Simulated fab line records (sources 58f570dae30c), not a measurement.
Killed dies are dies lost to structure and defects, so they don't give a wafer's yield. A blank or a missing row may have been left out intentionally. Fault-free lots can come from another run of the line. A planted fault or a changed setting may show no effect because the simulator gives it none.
Split-lot trial | flow berkeley_cmos170 | 27 wafers read across 5 lots, on a route 331 steps long

== THE SPLIT ITSELF ==
At UCB170_SDANNEAL_RTA_01 (time 5 s), the setting time_s was moved away from the recipe's 5 s on 12 of the 27 wafers read, by -55.7% to -24.6%. For the rest of the wafers, this setting stayed at what the recipe calls for.

== FROM THE SPLIT TO THE READING: what the file shows between them, 2 steps ==
- UCB170_SDANNEAL_RS_MEAS_02: measures by four-point-probe
- UCB170_SDANNEAL_RS_MEAS_03: measures by four-point-probe

== THE READING ==
PLDD_RS, in ohm/sq, at UCB170_SDANNEAL_RS_MEAS_04 (measures by four-point-probe). Typical for fault-free wafers on this fab line: 1029 ohm/sq, with standard deviation 3 ohm/sq.

wafer  | tool, chamber at the split | time_s as run, s | against the recipe | PLDD_RS, ohm/sq | against lot-mates on the recipe
L076.1 | rtp_anneal-01, 0           | 3.771            | -24.6%             | 1036            | +6
L076.2 | rtp_anneal-01, 0           | 3.771            | -24.6%             | 1035            | +5
L076.3 | rtp_anneal-01, 0           | 3.771            | -24.6%             | 1036            | +6
L076.4 | rtp_anneal-01, 0           | 5                | recipe             | 1030            | -
L076.5 | rtp_anneal-01, 0           | 5                | recipe             | 1028            | -
L076.6 | rtp_anneal-01, 0           | 5                | recipe             | 1031            | -
L078.2 | rtp_anneal-01, 0           | 5                | recipe             | 1028            | -
L078.3 | rtp_anneal-01, 0           | 5                | recipe             | 1030            | -
L078.5 | rtp_anneal-01, 0           | 5                | recipe             | 1031            | -
L077.1 | rtp_anneal-02, 0           | 2.216            | -55.7%             | 1040            | +12
L077.2 | rtp_anneal-02, 0           | 5                | recipe             | 1026            | -
L077.3 | rtp_anneal-02, 0           | 2.216            | -55.7%             | 1040            | +12
L077.4 | rtp_anneal-02, 0           | 5                | recipe             | 1027            | -
L077.5 | rtp_anneal-02, 0           | 5                | recipe             | 1031            | -
L077.6 | rtp_anneal-02, 0           | 2.216            | -55.7%             | 1036            | +8
L084.1 | rtp_anneal-01, 0           | 5                | recipe             | 1030            | -
L084.2 | rtp_anneal-01, 0           | 2.216            | -55.7%             | 1045            | +15
L084.3 | rtp_anneal-01, 0           | 2.216            | -55.7%             | 1041            | +11
L084.4 | rtp_anneal-01, 0           | 5                | recipe             | 1030            | -
L084.5 | rtp_anneal-01, 0           | 2.216            | -55.7%             | 1044            | +14
L084.6 | rtp_anneal-01, 0           | 5                | recipe             | 1031            | -
L082.1 | rtp_anneal-02, 0           | 3.623            | -27.5%             | 1035            | +8
L082.2 | rtp_anneal-02, 0           | 3.623            | -27.5%             | 1035            | +8
L082.3 | rtp_anneal-02, 0           | 5                | recipe             | 1028            | -
L082.4 | rtp_anneal-02, 0           | 3.623            | -27.5%             | 1035            | +8
L082.5 | rtp_anneal-02, 0           | 5                | recipe             | 1027            | -
L082.6 | rtp_anneal-02, 0           | 5                | recipe             | 1027            | -

THE FIT
A straight line over all 27 wafers: PLDD_RS changes by -0.218 ohm/sq for each +1% of time_s; r = -0.93; the points scatter about the line by 2 ohm/sq.
The same after taking each lot's own level away (the mean of its wafers on the recipe; 27 wafers): -0.217 ohm/sq for each +1%; r = -0.96; scatter 1.6 ohm/sq.
The reading moves by 12 ohm/sq for the largest change in time_s, on that fit.
The span of the lots' own levels, 1027.3 to 1030.3 ohm/sq, comes to 1.0 times the standard deviation stated above.
The two slopes are in agreement: the lot-to-lot level therefore moves the slope only a little.
Check: +12.3 ohm/sq against its lot-mates is what the line predicts for one of the wafers moved furthest among these (-55.7%) when that wafer is left out of the fit. Against them it came out at +12 ohm/sq.

== OTHER SPLITS ON THESE WAFERS ==
These wafers also went through other splits before the reading. Each is held against what the fit with the lots' levels taken away leaves over:
other split on the same wafers      | wafers away from the commonest value | r with PLDD_RS (lot level and that fit taken away)
UCB170_START_OXIDATION_02 ox_time_s | 6                                    | +0.32

== THE WHOLE CHAIN: every reading that the file lists as answering this split, in the file's order ==
step                       | what it does                 | reading                                                                         | change (the file's fit)             | r (the file's)
UCB170_SDANNEAL_RS_MEAS_02 | measures by four-point-probe | PSD_RS                                                                          | -0.312 for each +1% of the setting  | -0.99
UCB170_SDANNEAL_RS_MEAS_03 | measures by four-point-probe | NSD_RS                                                                          | -0.0415 for each +1% of the setting | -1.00
UCB170_SDANNEAL_RS_MEAS_04 | measures by four-point-probe | PLDD_RS                                                                         | -0.225 for each +1% of the setting  | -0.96
UCB170_M3_PROBE_99         |                              | etest.contact_ppoly.end_ohm_um (the simulator's own value, which no gauge read) | -0.991 for each +1% of the setting  | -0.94

== THE FILE'S OWN FIT ==
PLDD_RS changes by -0.225 ohm/sq for each +1% of time_s, r = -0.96.
